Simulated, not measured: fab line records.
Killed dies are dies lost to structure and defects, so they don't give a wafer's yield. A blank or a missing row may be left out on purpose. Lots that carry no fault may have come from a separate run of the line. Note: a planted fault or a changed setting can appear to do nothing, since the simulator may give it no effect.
The tool behind it: which one? || flow berkeleyCmos170 || 7 lots with 21 wafers sampled at 2 steps, on a route of 331 steps

== WHAT EACH GAUGE READ, for each wafer ==
UCB170_ACTIVE_OVL_MEAS_14.
{"lot": "L751", "measured": "day 5 06:01", "on": "overlay-01", "ACTIVE_OVL (nm)": "12 7 6"}
{"lot": "L753", "measured": "day 6 04:43", "on": "overlay-01", "ACTIVE_OVL (nm)": "3 4 0"}
{"lot": "L756", "measured": "day 6 08:32", "on": "overlay-01", "ACTIVE_OVL (nm)": "2 6 6"}
{"lot": "L761", "measured": "day 7 11:19", "on": "overlay-02", "ACTIVE_OVL (nm)": "1 1 -1"}
{"lot": "L764", "measured": "day 8 03:46", "on": "overlay-02", "ACTIVE_OVL (nm)": "9 12 2"}
{"lot": "L769", "measured": "day 8 21:19", "on": "overlay-01", "ACTIVE_OVL (nm)": "4 3 9"}
{"lot": "L771", "measured": "day 9 16:12", "on": "overlay-02", "ACTIVE_OVL (nm)": "5 3 6"}

== WHAT TOOL EACH LOT RAN ON (gives the tool, then ch and the chambers of the sampled wafers, and finally the start) ==
{"lot": "L751", "UCB170_ACTIVE_EXPOSE_10": "krfScanner-01 ch 0, day 5 05:32"}
{"lot": "L753", "UCB170_ACTIVE_EXPOSE_10": "krfScanner-01 ch 0, day 6 04:13"}
{"lot": "L756", "UCB170_ACTIVE_EXPOSE_10": "krfScanner-01 ch 0, day 6 08:02"}
{"lot": "L761", "UCB170_ACTIVE_EXPOSE_10": "krfScanner-01 ch 0, day 7 09:55"}
{"lot": "L764", "UCB170_ACTIVE_EXPOSE_10": "krfScanner-01 ch 0, day 8 02:54"}
{"lot": "L769", "UCB170_ACTIVE_EXPOSE_10": "krfScanner-01 ch 0, day 8 20:20"}
{"lot": "L771", "UCB170_ACTIVE_EXPOSE_10": "krfScanner-01 ch 0, day 9 15:42"}
- UCB170_ACTIVE_EXPOSE_10: exposes mask ACTIVE, target cd 1200 nm.

== THE ANSWER, worked out from the rows above alone ==
Rule: the usual values come from the lots themselves. Put in order of their means at a reading, lots are off if they are a third of the lots or fewer, leave a main group of 4 or more, and stand apart from it by a gap of 3 or more times the standard deviation of the main group's means; of several such gaps the widest counts. The tables above print the reading to a certain number of digits; a main group whose means all agree to those digits is not used. A lot without any number at a reading at which 4 lots or more have one is off too. The other lots that the step has rows for count as sound.
Nothing can be told from this: no lot is off at any reading shown.

== WHAT THE SIMULATOR HAD PUT IN ==
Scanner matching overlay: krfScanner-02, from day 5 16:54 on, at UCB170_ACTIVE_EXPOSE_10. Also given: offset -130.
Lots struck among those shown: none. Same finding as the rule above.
